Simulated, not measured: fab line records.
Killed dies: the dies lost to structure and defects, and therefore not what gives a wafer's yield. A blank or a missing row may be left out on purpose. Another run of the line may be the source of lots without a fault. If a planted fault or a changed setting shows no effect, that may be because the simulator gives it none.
Which of the tools did it? :: flow rit cmos :: 48 wafers from 16 lots sampled at 4 of the route's 202 steps

## WHAT THE GAUGES READ, wafer by wafer
RIT_NLDD_OVL_MEAS_06. Usual: NLDD_OVL -0.4 nm, standard deviation 1.7.
lot: L765
measured: day 3 06:12
on: overlay-01
NLDD_OVL (nm): 0.2 1.2 1.0
flag: 

lot: L766
measured: day 3 10:49
on: overlay-02
NLDD_OVL (nm): 1.1 1.3 0.1
flag: 

lot: L767
measured: day 3 10:35
on: overlay-02
NLDD_OVL (nm): -2.7 -2.7 -4.9
flag: 

lot: L768
measured: day 3 16:59
on: overlay-01
NLDD_OVL (nm): 0.0 1.9 1.9
flag: 

lot: L769
measured: day 3 20:44
on: overlay-02
NLDD_OVL (nm): -2.0 -1.6 -2.9
flag: 

lot: L770
measured: day 4 02:13
on: overlay-02
NLDD_OVL (nm): -0.2 -0.9 -1.6
flag: 

lot: L772
measured: day 4 11:19
on: overlay-01
NLDD_OVL (nm): -0.3 0.0 -0.2
flag: 

lot: L773
measured: day 4 14:41
on: overlay-02
NLDD_OVL (nm): -2.2 0.0 -1.9
flag: 

lot: L774
measured: day 5 01:16
on: overlay-01
NLDD_OVL (nm): -297.0 -297.9 -298.3
flag: OFF

lot: L775
measured: day 5 00:18
on: overlay-02
NLDD_OVL (nm): 0.5 0.8 -0.2
flag: 

lot: L776
measured: day 5 05:41
on: overlay-02
NLDD_OVL (nm): -301.9 -302.8 -302.2
flag: OFF

lot: L777
measured: day 5 10:54
on: overlay-01
NLDD_OVL (nm): -298.4 -298.8 -297.6
flag: OFF

lot: L778
measured: day 5 15:37
on: overlay-02
NLDD_OVL (nm): -299.7 -300.2 -300.7
flag: OFF

lot: L781
measured: day 6 05:43
on: overlay-02
NLDD_OVL (nm): -0.9 -0.7 -0.3
flag: 

lot: L782
measured: day 6 07:37
on: overlay-01
NLDD_OVL (nm): -1.2 -1.9 -0.7
flag: 

lot: L785
measured: day 7 01:38
on: overlay-01
NLDD_OVL (nm): 2.3 2.0 1.2
flag: 

RIT_PLDD_OVL_MEAS_06. Usual: PLDD_OVL -0.2 nm, standard deviation 1.2.
lot: L765
measured: day 3 07:45
on: overlay-02
PLDD_OVL (nm): -0.8 -0.3 -0.7
flag: 

lot: L766
measured: day 3 12:21
on: overlay-02
PLDD_OVL (nm): -1.3 -1.8 -2.2
flag: 

lot: L767
measured: day 3 12:08
on: overlay-01
PLDD_OVL (nm): 0.6 0.1 -0.7
flag: 

lot: L768
measured: day 3 18:35
on: overlay-01
PLDD_OVL (nm): 1.6 0.2 -0.5
flag: 

lot: L769
measured: day 3 22:17
on: overlay-02
PLDD_OVL (nm): -0.4 -0.9 -0.1
flag: 

lot: L770
measured: day 4 03:38
on: overlay-02
PLDD_OVL (nm): 0.8 0.7 1.0
flag: 

lot: L772
measured: day 4 12:54
on: overlay-01
PLDD_OVL (nm): -2.2 -1.6 -0.8
flag: 

lot: L773
measured: day 4 16:14
on: overlay-01
PLDD_OVL (nm): -1.7 -2.7 -2.3
flag: 

lot: L774
measured: day 5 02:49
on: overlay-02
PLDD_OVL (nm): 0.3 0.4 -1.4
flag: 

lot: L775
measured: day 5 01:43
on: overlay-01
PLDD_OVL (nm): -0.2 0.1 0.5
flag: 

lot: L776
measured: day 5 07:07
on: overlay-02
PLDD_OVL (nm): 0.7 -1.4 -0.3
flag: 

lot: L777
measured: day 5 12:34
on: overlay-01
PLDD_OVL (nm): 0.3 -0.3 1.3
flag: 

lot: L778
measured: day 5 17:11
on: overlay-02
PLDD_OVL (nm): -0.3 -1.0 -1.2
flag: 

lot: L781
measured: day 6 07:08
on: overlay-01
PLDD_OVL (nm): 1.7 -0.5 0.6
flag: 

lot: L782
measured: day 6 09:02
on: overlay-02
PLDD_OVL (nm): 0.9 1.0 0.6
flag: 

lot: L785
measured: day 7 03:10
on: overlay-01
PLDD_OVL (nm): 2.5 1.3 2.7
flag: 

## EACH LOT AND THE TOOL THAT RAN IT (in order: tool; ch and the chambers of the sampled wafers; start)
lot: L765
RIT_ACTIVE_STRIP_14: plasma asher-01 ch 0,1, day 1 15:39
RIT_NLDD_EXPOSE_03: iline stepper-01 ch 0, day 3 05:37

lot: L766
RIT_ACTIVE_STRIP_14: plasma asher-01 ch 0,1, day 1 22:38
RIT_NLDD_EXPOSE_03: iline stepper-01 ch 0, day 3 10:25

lot: L767
RIT_ACTIVE_STRIP_14: plasma asher-02 ch 0,1, day 2 02:49
RIT_NLDD_EXPOSE_03: iline stepper-02 ch 0, day 3 10:13

lot: L768
RIT_ACTIVE_STRIP_14: plasma asher-01 ch 0,1, day 2 09:49
RIT_NLDD_EXPOSE_03: iline stepper-02 ch 0, day 3 16:35

lot: L769
RIT_ACTIVE_STRIP_14: plasma asher-01 ch 0,1, day 2 13:04
RIT_NLDD_EXPOSE_03: iline stepper-01 ch 0, day 3 20:21

lot: L770
RIT_ACTIVE_STRIP_14: plasma asher-02 ch 1, day 2 16:58
RIT_NLDD_EXPOSE_03: iline stepper-01 ch 0, day 4 01:49

lot: L772
RIT_ACTIVE_STRIP_14: plasma asher-04 ch 0,1, day 3 01:54
RIT_NLDD_EXPOSE_03: iline stepper-01 ch 0, day 4 10:55

lot: L773
RIT_ACTIVE_STRIP_14: plasma asher-01 ch 0,1, day 3 07:03
RIT_NLDD_EXPOSE_03: iline stepper-02 ch 0, day 4 14:17

lot: L774
RIT_ACTIVE_STRIP_14: plasma asher-04 ch 0, day 3 14:16
RIT_NLDD_EXPOSE_03: iline stepper-01 ch 0, day 5 00:52

lot: L775
RIT_ACTIVE_STRIP_14: plasma asher-02 ch 0,1, day 3 17:53
RIT_NLDD_EXPOSE_03: iline stepper-02 ch 0, day 4 23:55

lot: L776
RIT_ACTIVE_STRIP_14: plasma asher-04 ch 0, day 4 00:28
RIT_NLDD_EXPOSE_03: iline stepper-01 ch 0, day 5 05:17

lot: L777
RIT_ACTIVE_STRIP_14: plasma asher-02 ch 0,1, day 4 04:10
RIT_NLDD_EXPOSE_03: iline stepper-01 ch 0, day 5 10:31

lot: L778
RIT_ACTIVE_STRIP_14: plasma asher-02 ch 0,1, day 4 09:40
RIT_NLDD_EXPOSE_03: iline stepper-01 ch 0, day 5 15:13

lot: L781
RIT_ACTIVE_STRIP_14: plasma asher-04 ch 0,1, day 4 22:58
RIT_NLDD_EXPOSE_03: iline stepper-02 ch 0, day 6 05:19

lot: L782
RIT_ACTIVE_STRIP_14: plasma asher-02 ch 0,1, day 5 05:05
RIT_NLDD_EXPOSE_03: iline stepper-02 ch 0, day 6 07:13

lot: L785
RIT_ACTIVE_STRIP_14: plasma asher-04 ch 0,1, day 5 19:24
RIT_NLDD_EXPOSE_03: iline stepper-02 ch 0, day 7 01:14
- RIT_ACTIVE_STRIP_14: strips in O2, time 180 s.
- RIT_NLDD_EXPOSE_03: exposes mask M7, target cd 40700 nm.

## AS READ BY THE TOOLS THEMSELVES (means over the sampled wafers that have a number; for cases with no such wafer, the mark the record gives instead)
RIT_ACTIVE_STRIP_14. Usual: drypump motor current A at 5.43 A, with a standard deviation of 0.2.
lot: L765
tool: plasma asher-01
drypump motor current A (A): 5.38
flag: 

lot: L766
tool: plasma asher-01
drypump motor current A (A): 5.27
flag: 

lot: L767
tool: plasma asher-02
drypump motor current A (A): 5.55
flag: 

lot: L768
tool: plasma asher-01
drypump motor current A (A): 5.27
flag: 

lot: L769
tool: plasma asher-01
drypump motor current A (A): 5.26
flag: 

lot: L770
tool: plasma asher-02
drypump motor current A (A): 5.48
flag: 

lot: L772
tool: plasma asher-04
drypump motor current A (A): 5.49
flag: 

lot: L773
tool: plasma asher-01
drypump motor current A (A): 5.40
flag: 

lot: L774
tool: plasma asher-04
drypump motor current A (A): 5.63
flag: 

lot: L775
tool: plasma asher-02
drypump motor current A (A): 5.54
flag: 

lot: L776
tool: plasma asher-04
drypump motor current A (A): 5.64
flag: 

lot: L777
tool: plasma asher-02
drypump motor current A (A): 5.53
flag: 

lot: L778
tool: plasma asher-02
drypump motor current A (A): 5.56
flag: 

lot: L781
tool: plasma asher-04
drypump motor current A (A): 5.46
flag: 

lot: L782
tool: plasma asher-02
drypump motor current A (A): 5.52
flag: 

lot: L785
tool: plasma asher-04
drypump motor current A (A): 5.31
flag: 

## THE ANSWER, worked out from the rows above alone
Rule: lot off if the mean of its wafers having a number is beyond 3 standard deviations from the usual mean. A lot without any number at a reading at which 4 lots or more have one is off too. Any other lot the step has rows for is counted as sound. The gauges are gone through in route order, then the tools' own readings, and for those a lot's mean is taken as printed above. The first step at which some lot is off is used, and at that step the reading that is off furthest; a lot without a number counts as furthest.
Off: L774, L776, L777, L778, at RIT_NLDD_OVL_MEAS_06 (NLDD_OVL).
If a tool, at a process step before that reading, ran all the lots that are off and no sound lot after the first of them, it fits. The gauges at RIT_NLDD_OVL_MEAS_06 are tried like those tools. One candidate fits, namely iline stepper-01 at RIT_NLDD_EXPOSE_03. Its last sound lot is L772 (day 4 10:55), its first lot that is off L774 (day 5 00:52): a fault that began between those two fits.

## WHAT HAD BEEN PUT IN BY THE SIMULATOR
Scanner matching overlay: iline stepper-01, from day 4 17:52 on, at RIT_NLDD_EXPOSE_03. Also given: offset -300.
Lots struck among those shown: L774, L776, L777, L778. The rule above reached the same finding.
